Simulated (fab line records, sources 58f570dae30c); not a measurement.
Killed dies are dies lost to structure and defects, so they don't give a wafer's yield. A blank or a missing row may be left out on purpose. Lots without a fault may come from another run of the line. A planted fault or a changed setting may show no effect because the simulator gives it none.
Which tool did it? | flow berkeley_cmos170 | 7 lots, 21 wafers sampled, at 1 step of a route of 331

WHAT THE GAUGES READ, wafer by wafer
UCB170_WELLDRIVE_THK_MEAS_02.
lot  | measured    | on            | WELLDRIVE_OXIDE_THK (nm)
L751 | day 4 06:19 | film_metro-01 | 199 200 199
L753 | day 4 17:02 | film_metro-02 | 199 199 197
L755 | day 5 05:08 | film_metro-02 | 203 203 204
L758 | day 5 23:58 | film_metro-01 | 200 199 203
L762 | day 6 20:16 | film_metro-02 | 198 199 195
L764 | day 7 08:46 | film_metro-02 | 199 197 197
L769 | day 8 13:40 | film_metro-01 | 190 193 193

WHICH TOOL RAN EACH LOT (tool, then ch and the chambers of the sampled wafers, then the start)
The record holds no process step before these readings.

THE ANSWER, worked out from the rows above alone
Rule: what is usual is taken from the lots themselves. Put in order of their means at a reading, lots are off if they are a third of the lots or fewer, leave a main group of 4 or more, and stand apart from it by a gap of 3 or more times the standard deviation of the main group's means; of several such gaps the widest counts. A main group whose means are all the same, to the digits that the tables above print for the reading, isn't used. A lot without any number at a reading at which 4 lots or more have one is off too. The other lots that the step has rows for count as sound.
No lot is off at any reading shown: from this, nothing can be told.

WHAT THE SIMULATOR HAD PUT IN
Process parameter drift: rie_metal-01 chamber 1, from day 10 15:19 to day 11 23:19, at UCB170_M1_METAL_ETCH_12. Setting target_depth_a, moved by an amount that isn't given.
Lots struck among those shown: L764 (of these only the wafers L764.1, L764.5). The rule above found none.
